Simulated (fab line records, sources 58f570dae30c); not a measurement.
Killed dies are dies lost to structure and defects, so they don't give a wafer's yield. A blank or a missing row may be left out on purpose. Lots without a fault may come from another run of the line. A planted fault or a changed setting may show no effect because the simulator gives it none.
Which tool did it? | flow berkeley_cmos170 | 15 lots, 45 wafers sampled, at 5 steps of a route of 331

WHAT THE GAUGES READ, wafer by wafer
UCB170_V1_OVL_MEAS_13. Usual: V1_OVL 0 nm, standard deviation 5.
lot  | measured     | on         | V1_OVL (nm) | flag
L489 | day 9 11:33  | overlay-01 | 9 8 2       |
L488 | day 9 12:23  | overlay-02 | 3 4 6       |
L490 | day 9 12:52  | overlay-01 | 6 5 1       |
L498 | day 10 05:41 | overlay-02 | -6 -5 -7    |
L500 | day 10 18:01 | overlay-02 | 7 1 6       |
L501 | day 10 19:43 | overlay-02 | -1 -4 2     |
L502 | day 11 16:06 | overlay-01 | -3 1 1      |
L505 | day 12 03:12 | overlay-02 | 7 1 -4      |
L508 | day 12 03:25 | overlay-01 | -4 0 1      |
L507 | day 12 03:38 | overlay-02 | -2 3 1      |
L506 | day 12 03:53 | overlay-01 | -2 1 -10    |
L504 | day 12 04:10 | overlay-02 | 11 10 5     |
L510 | day 13 03:20 | overlay-01 | 6 -3 -1     |
L511 | day 13 04:37 | overlay-02 | 4 2 -3      |
L509 | day 13 04:58 | overlay-02 | -7 -4 -4    |

UCB170_M2_CD_MEAS_90: target cd 700 nm. Usual: cd_nm 700.7 nm, standard deviation 3.
lot  | measured     | on        | cd_nm (nm)        | flag
L489 | day 9 16:34  | cd_sem-01 | 696.4 695.8 702.8 |
L488 | day 9 17:28  | cd_sem-02 | 701.3 699.8 700.0 |
L490 | day 9 17:32  | cd_sem-01 | 700.9 707.5 699.7 |
L498 | day 10 08:44 | cd_sem-01 | 697.1 695.6 700.6 |
L500 | day 10 21:39 | cd_sem-02 | 701.6 698.5 698.5 |
L501 | day 10 23:10 | cd_sem-02 | 697.7 696.2 700.3 |
L502 | day 11 19:14 | cd_sem-02 | 702.6 701.0 701.7 |
L505 | day 12 06:44 | cd_sem-01 | 700.6 698.5 702.2 |
L508 | day 12 06:53 | cd_sem-02 | 701.7 697.9 705.3 |
L507 | day 12 07:15 | cd_sem-01 | 703.9 700.6 700.7 |
L506 | day 12 07:13 | cd_sem-02 | 704.5 698.9 700.7 |
L504 | day 12 07:25 | cd_sem-02 | 697.8 703.3 694.5 |
L510 | day 13 06:40 | cd_sem-02 | 700.6 698.5 703.6 |
L511 | day 13 07:40 | cd_sem-01 | 700.3 698.3 703.0 |
L509 | day 13 08:19 | cd_sem-02 | 702.2 705.2 701.3 |

UCB170_V2_THK_MEAS_01. Usual: V2_TEOS_THK 1997 nm, standard deviation 24.
lot  | measured     | on            | V2_TEOS_THK (nm) | flag
L489 | day 9 17:09  | film_metro-04 | 3904 3912 3979   | OFF
L488 | day 9 18:07  | film_metro-03 | 3894 3943 3999   | OFF
L490 | day 9 18:08  | film_metro-04 | 3965 3994 4059   | OFF
L498 | day 10 09:01 | film_metro-03 | 1994 2034 2039   |
L500 | day 10 21:55 | film_metro-03 | 2008 2007 1998   |
L501 | day 10 23:27 | film_metro-03 | 1960 1980 1990   |
L502 | day 11 19:30 | film_metro-02 | 2027 2004 2034   |
L505 | day 12 07:01 | film_metro-02 | 1968 2004 2029   |
L508 | day 12 07:08 | film_metro-04 | 1973 1991 1991   |
L507 | day 12 07:33 | film_metro-02 | 1995 2034 2011   |
L506 | day 12 07:29 | film_metro-04 | 1974 2002 2015   |
L504 | day 12 07:44 | film_metro-04 | 1984 1950 1997   |
L510 | day 13 06:56 | film_metro-04 | 1977 1980 2018   |
L511 | day 13 07:56 | film_metro-03 | 2007 2001 2036   |
L509 | day 13 08:36 | film_metro-03 | 1957 1987 1992   |

UCB170_V2_CD_MEAS_12: target cd 700 nm. Usual: cd_nm 699.9 nm, standard deviation 1.3.
lot  | measured     | on        | cd_nm (nm)        | flag
L489 | day 9 18:56  | cd_sem-01 | 701.5 701.2 700.6 |
L488 | day 9 20:29  | cd_sem-01 | 699.6 698.8 699.2 |
L490 | day 9 20:37  | cd_sem-01 | 699.3 700.6 700.7 |
L498 | day 10 10:46 | cd_sem-02 | 698.3 698.8 697.8 |
L500 | day 10 23:30 | cd_sem-02 | 699.9 699.3 699.6 |
L501 | day 11 02:06 | cd_sem-02 | 701.5 703.8 702.9 |
L502 | day 11 21:52 | cd_sem-02 | 700.6 699.4 700.4 |
L505 | day 12 08:34 | cd_sem-02 | 700.0 699.8 699.9 |
L508 | day 12 12:25 | cd_sem-02 | 697.5 697.0 696.9 |
L507 | day 12 12:48 | cd_sem-02 | 700.5 699.8 700.0 |
L506 | day 12 12:37 | cd_sem-01 | 700.3 701.4 699.4 |
L504 | day 12 13:02 | cd_sem-01 | 701.1 700.6 702.3 |
L510 | day 13 08:46 | cd_sem-01 | 698.6 698.9 697.7 |
L511 | day 13 10:01 | cd_sem-02 | 700.7 700.0 701.9 |
L509 | day 13 10:29 | cd_sem-01 | 701.5 700.7 701.5 |

WHICH TOOL RAN EACH LOT (tool, then ch and the chambers of the sampled wafers, then the start)
lot  | UCB170_V2_CVD_00
L489 | pecvd-03 ch 1,2, day 9 16:40
L488 | pecvd-01 ch 0,2, day 9 17:34
L490 | pecvd-03 ch 0,2, day 9 17:40
L498 | pecvd-03 ch 0,2, day 10 08:52
L500 | pecvd-02 ch 1,2, day 10 21:44
L501 | pecvd-03 ch 0,1, day 10 23:17
L502 | pecvd-02 ch 0,1,2, day 11 19:21
L505 | pecvd-02 ch 0,1, day 12 06:51
L508 | pecvd-01 ch 0,1,2, day 12 06:58
L507 | pecvd-02 ch 0,2, day 12 07:22
L506 | pecvd-03 ch 0,1, day 12 07:20
L504 | pecvd-01 ch 0,1, day 12 07:31
L510 | pecvd-02 ch 0,1,2, day 13 06:45
L511 | pecvd-03 ch 0,2, day 13 07:46
L509 | pecvd-01 ch 0,2, day 13 08:26
- UCB170_V2_CVD_00: deposits SiO2 from TEOS/O2, target thk 2000 nm, time 250 s.

WHAT THE TOOLS THEMSELVES READ (means of the sampled wafers that have a number; where no wafer has one, the mark that the record gives instead)
UCB170_V2_CVD_00. Usual: heater_power_w 264 W, standard deviation 47.
lot  | tool     | heater_power_w (W) | flag
L489 | pecvd-03 | 270                |
L488 | pecvd-01 | 272                |
L490 | pecvd-03 | 283                |
L498 | pecvd-03 | 290                |
L500 | pecvd-02 | 308                |
L501 | pecvd-03 | 224                |
L502 | pecvd-02 | 287                |
L505 | pecvd-02 | 255                |
L508 | pecvd-01 | 273                |
L507 | pecvd-02 | 259                |
L506 | pecvd-03 | 249                |
L504 | pecvd-01 | 291                |
L510 | pecvd-02 | 229                |
L511 | pecvd-03 | 305                |
L509 | pecvd-01 | 259                |

THE ANSWER, worked out from the rows above alone
Rule: a lot is off if the mean of its wafers that have a number lies more than 3 standard deviations from the usual mean. A lot without any number at a reading at which 4 lots or more have one is off too. The other lots that the step has rows for count as sound. The gauges are gone through in route order, then the tools' own readings, and for those a lot's mean is taken as printed above. The first step at which some lot is off is used, and at that step the reading that is off furthest; a lot without a number counts as furthest.
Off: L489, L488, L490, at UCB170_V2_THK_MEAS_01 (V2_TEOS_THK).
A tool fits if, at a process step before that reading, it ran every lot that is off, and no sound lot after the first of them. The gauges at UCB170_V2_THK_MEAS_01 are tried like those tools. None of those tried fits.

WHAT THE SIMULATOR HAD PUT IN
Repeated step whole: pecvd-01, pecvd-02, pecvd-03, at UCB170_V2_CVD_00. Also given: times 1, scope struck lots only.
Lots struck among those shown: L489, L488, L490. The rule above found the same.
